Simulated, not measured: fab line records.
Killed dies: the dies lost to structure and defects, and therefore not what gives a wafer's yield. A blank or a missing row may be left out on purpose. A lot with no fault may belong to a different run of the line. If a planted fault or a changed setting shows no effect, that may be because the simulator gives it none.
Split-lot study -- flow ritCmos -- 5 lots, 23 wafers read, on a route of 202 steps

== ON THE SPLIT ==
At RIT_NSD_IMPLANT_08, the setting doseCm2 was moved away from the recipe's 1e+15 on 7 of the 23 wafers read, by -4.7% to +2.3%. All remaining wafers had this setting at the recipe value.

== FROM THE SPLIT TO THE READING: what the file shows between them, 4 steps ==
- RIT_NSD_STRIP_09: strips in O2, time 180 s
- RIT_NSD_TW_MEAS_10
- RIT_SDANNEAL_RTA_03: time 5 s (also split here: timeS)
- RIT_SDANNEAL_RS_MEAS_04: measures by four-point-probe

== THE READING ==
At RIT_SDANNEAL_RS_MEAS_05, a four-point-probe measurement gives NSD_RS in ohm/sq. Typical for fault-free wafers on this fab line: 84.65 ohm/sq, with standard deviation 0.24 ohm/sq.

wafer,"tool, chamber at the split",doseCm2 as run,against the recipe,"NSD_RS, ohm/sq",against lot-mates on the recipe
L076.1,"implanter-02, 0",1e+15,recipe,84.67,-
L076.2,"implanter-02, 0",1e+15,recipe,84.20,-
L076.3,"implanter-02, 0",1e+15,recipe,84.74,-
L076.4,"implanter-02, 0",1e+15,recipe,84.88,-
L076.6,"implanter-02, 0",1e+15,recipe,84.82,-
L081.1,"implanter-01, 0",9.528e+14,-4.7%,87.70,+3.61
L081.2,"implanter-01, 0",1e+15,recipe,84.15,-
L081.4,"implanter-01, 0",9.528e+14,-4.7%,87.15,+3.06
L081.5,"implanter-01, 0",9.528e+14,-4.7%,87.37,+3.28
L081.6,"implanter-01, 0",1e+15,recipe,84.03,-
L082.1,"implanter-03, 0",1e+15,recipe,84.88,-
L082.2,"implanter-03, 0",1e+15,recipe,84.73,-
L082.3,"implanter-03, 0",1e+15,recipe,84.97,-
L082.5,"implanter-03, 0",1.023e+15,+2.3%,83.21,-1.65
L082.6,"implanter-03, 0",1.023e+15,+2.3%,83.36,-1.50
L084.2,"implanter-01, 0",1e+15,recipe,84.36,-
L084.3,"implanter-01, 0",1e+15,recipe,84.73,-
L084.4,"implanter-01, 0",1e+15,recipe,84.36,-
L085.1,"implanter-01, 0",1e+15,recipe,84.43,-
L085.3,"implanter-01, 0",1e+15,recipe,84.85,-
L085.4,"implanter-01, 0",9.711e+14,-2.9%,87.08,+2.37
L085.5,"implanter-01, 0",9.711e+14,-2.9%,86.61,+1.90
L085.6,"implanter-01, 0",1e+15,recipe,84.85,-

THE FIT
A straight line over all 23 wafers: NSD_RS changes by -0.618 ohm/sq for each +1% of doseCm2; r = -0.97; the points scatter about the line by 0.31 ohm/sq.
The same after taking each lot's own level away (the mean of its wafers on the recipe; 23 wafers): -0.705 ohm/sq for each +1%; r = -0.99; scatter 0.2 ohm/sq.
Per that fit: largest doseCm2 move, reading shift of 3.3 ohm/sq.
The span of the lots' own levels, 84.090 to 84.860 ohm/sq, comes to 3.2 times the standard deviation stated above.
So the slope is not independent of the lot-to-lot level: the two fits are not the same.
Check: for one of the wafers moved furthest among these (-4.7%), held out of the fit, the line's prediction against its lot-mates is +3.25 ohm/sq. It came out at +3.61 ohm/sq against them.

== FURTHER SPLITS ON THESE WAFERS ==
Other splits were also applied to these wafers ahead of the reading. Each is held against what the fit with the lots' levels taken away leaves over:
other split on the same wafers,wafers away from the commonest value,r with NSD_RS (lot level and that fit taken away)
RIT_SPACER_CVD_03 tempC,18,+0.02
RIT_SDANNEAL_RTA_03 timeS,7,-0.47

== THE WHOLE CHAIN: every reading that the file lists as answering this split, in the file's order ==
step,what it does,reading,change (the file's fit),r (the file's)
RIT_NSD_TW_MEAS_10,,NSD_TW,+9.49 for each +1% of the setting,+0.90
RIT_SDANNEAL_RS_MEAS_05,measures by four-point-probe,NSD_RS,-0.708 for each +1% of the setting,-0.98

== FILE'S OWN FIT ==
NSD_RS changes by -0.708 ohm/sq for each +1% of doseCm2, r = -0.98.
